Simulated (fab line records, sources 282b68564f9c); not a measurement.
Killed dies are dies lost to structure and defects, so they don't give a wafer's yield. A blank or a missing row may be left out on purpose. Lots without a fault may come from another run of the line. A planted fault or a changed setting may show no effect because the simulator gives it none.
fab line records | flow rit_cmos
record lots=5 wafers=23
route steps=202 shown NSD@139 PSD@147 SDANNEAL@156 M1@188
start_h: hours from the record's first day to the start of the lot's first wafer shown | wait_h: hours since the lot's step before | " the same as in the row above | L1.1+2: a row that stands for several wafers | - no value, or no start given | * or withheld: withheld | < > ~ a bound
route shown NAME@n: a module of which the file shows steps, and the number in the route of the first | usual: mean/standard deviation of fault-free wafers | same: alike in all rows | chamber/n: place in a boat | sites: the reading at each site | _std_site: their standard deviation | _edge_site: outer sites' mean less inner sites' | radius_mm: how far each site lies from the wafer's centre | mask NAME#n: copy n | behind: the tool/chamber that last shaped the wafer | hold: why the lot was held/for how many hours/how that ended | device: the transistor (n, p or np) that didn't switch | end of line: the same wafers' tests at the end of the route | a step without rows: its recipe alone | killed: dies lost to structure and defects at the first sort, not the wafer's yield | map: a wafer's dies, x killed, . not, _ none there
set.NAME: the setting as run; set.NAME@STEP: as run at that earlier step | model.NAME: the simulator's own value behind a step, which no gauge read
lots whose settings were changed on purpose; a table a step, a row a wafer
## steps
# step RIT_NSD_IMPLANT_08
# recipe species=P energy_kev=25 dose_cm2=1e+15 tilt_deg=7
# columns lot.wafer tool chamber start_h wait_h set.dose_cm2
L078.1+2+6 implanter-03 0 77.89 0.1 1e+15
L078.3+5 " 0 " " 1.074e+15
L079.1+3 implanter-03 0 84.43 0.1 9.447e+14
L079.4+5+6 " 0 " " 1e+15
L080.2+3+4+5+6 implanter-01 0 84.91 0.1 1e+15
L083.1+3+4 implanter-04 0 100.08 0.1 9.755e+14
L083.5+6 " 0 " " 1e+15
L085.1+3+5 implanter-03 0 109.84 0.1 1e+15
# step RIT_NSD_STRIP_09
# recipe chemistry=O2 time_s=180 resist=NOVOLAK platen_temp_c=withheld power_w=483.7 pressure_mtorr=4000 o2_flow_sccm=4000
# step RIT_NSD_TW_MEAS_10
# usual NSD_TW=3124/12
# columns lot.wafer tool chamber start_h wait_h set.dose_cm2@NSD_IMPLANT_08 NSD_TW
L078.1 film_metro-04 - 78.22 0.1 1e+15 3135
L078.2 " - " " 1e+15 3124
L078.3 " - " " 1.074e+15 3169
L078.5 " - " " 1.074e+15 3180
L078.6 " - " " 1e+15 3130
L079.1 film_metro-04 - 84.75 0.1 9.447e+14 3102
L079.3 " - " " 9.447e+14 3110
L079.4 " - " " 1e+15 3143
L079.5 " - " " 1e+15 3137
L079.6 " - " " 1e+15 3147
L080.2 film_metro-03 - 85.22 0.1 1e+15 3121
L080.3 " - " " 1e+15 3113
L080.4 " - " " 1e+15 3120
L080.5 " - " " 1e+15 3104
L080.6 " - " " 1e+15 3113
L083.1 film_metro-03 - 100.41 0.1 9.755e+14 3119
L083.3 " - " " 9.755e+14 3103
L083.4 " - " " 9.755e+14 3098
L083.5 " - " " 1e+15 3119
L083.6 " - " " 1e+15 3131
L085.1 film_metro-03 - 110.17 0.1 1e+15 3089
L085.3 " - " " 1e+15 3120
L085.5 " - " " 1e+15 3103
# step RIT_PSD_DEVELOP_05
# recipe resist=NOVOLAK develop_time_s=50 dev_temp_c=23
# columns lot.wafer tool chamber start_h wait_h set.dev_temp_c
L078.1+6 litho_track-02 0 - - 23
L078.2+3+5 " 0 " " 19.33
L079.1+3+6 litho_track-03 0 - - 21.61
L079.4+5 " 0 " " 23
L080.2+3+4+5+6 litho_track-01 0 - - 23
L083.1+3+4+5+6 litho_track-02 0 - - 23
L085.1+3+5 litho_track-03 0 - - 23
# step RIT_PSD_HARDBAKE_07
# recipe resist=NOVOLAK temp_c=140 time_s=60
# step RIT_SDANNEAL_RTA_03
# recipe temp_c=1050 time_s=5 idle_temp_c=600 ramp_up_c_per_s=342 ramp_down_c_per_s=171 cool_to_c=600 ambient=N2
# step RIT_SDANNEAL_RS_MEAS_05
# recipe thk_meas_gauge=four-point-probe
# usual NSD_RS=84.5/0.32
# columns lot.wafer tool chamber start_h wait_h set.dose_cm2@NSD_IMPLANT_08 NSD_RS[ohm/sq]
L078.1 film_metro-04 - 80.37 0.1 1e+15 85.3
L078.2 " - " " 1e+15 85.0
L078.3 " - " " 1.074e+15 80.6
L078.5 " - " " 1.074e+15 80.4
L078.6 " - " " 1e+15 85.2
L079.1 film_metro-03 - 87.57 0.1 9.447e+14 88.4
L079.3 " - " " 9.447e+14 88.2
L079.4 " - " " 1e+15 84.2
L079.5 " - " " 1e+15 84.1
L079.6 " - " " 1e+15 84.2
L080.2 film_metro-04 - 87.75 0.1 1e+15 84.7
L080.3 " - " " 1e+15 84.6
L080.4 " - " " 1e+15 84.6
L080.5 " - " " 1e+15 84.8
L080.6 " - " " 1e+15 84.7
L083.1 film_metro-03 - 102.56 0.1 9.755e+14 86.2
L083.3 " - " " 9.755e+14 86.1
L083.4 " - " " 9.755e+14 86.2
L083.5 " - " " 1e+15 84.5
L083.6 " - " " 1e+15 84.3
L085.1 film_metro-01 - 112.39 0.1 1e+15 84.4
L085.3 " - " " 1e+15 84.8
L085.5 " - " " 1e+15 84.5
# step RIT_M1_COAT_04
# recipe resist=NOVOLAK spin_rpm=2000 resist_thk_nm=1300
# columns lot.wafer tool chamber start_h wait_h set.resist_thk_nm model.NOVOLAK_of_M1_COAT_04.thk_nm
L078.1 litho_track-03 0 84.22 0.1 1337 1337
L078.2 " 0 " " 1337 1339
L078.3 " 0 " " 1300 1299
L078.5 " 0 " " 1300 1297
L078.6 " 0 " " 1300 1298
L079.1 litho_track-03 0 91.36 0.1 1279 1282
L079.3+5 " 0 " " 1300 1301
L079.4 " 0 " " 1279 1278
L079.6 " 0 " " 1279 1279
L080.2+5 litho_track-04 0 91.90 0.1 1300 1297
L080.3 " 0 " " 1300 1301
L080.4 " 0 " " 1300 1298
L080.6 " 0 " " 1300 1302
L083.1+4 litho_track-03 0 106.46 0.1 1300 1304
L083.3 " 0 " " 1300 1305
L083.5 " 0 " " 1300 1306
L083.6 " 0 " " 1300 1307
L085.1 litho_track-03 0 116.26 0.1 1300 1301
L085.3 " 0 " " 1300 1299
L085.5 " 0 " " 1300 1302
## key
split step=RIT_NSD_IMPLANT_08 setting=dose_cm2 stated=1e+15 by=wafer
response step=RIT_NSD_TW_MEAS_10 reading=NSD_TW change=+6.36 per=1% r=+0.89
response step=RIT_SDANNEAL_RS_MEAS_05 reading=NSD_RS change=-0.672 per=1% r=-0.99
split step=RIT_PSD_DEVELOP_05 setting=dev_temp_c stated=23 by=wafer
response none clear
split step=RIT_M1_COAT_04 setting=resist_thk_nm stated=1300 by=wafer
response step=RIT_M1_COAT_04 reading=model.NOVOLAK_of_M1_COAT_04.thk_nm change=+13.9 per=1% r=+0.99
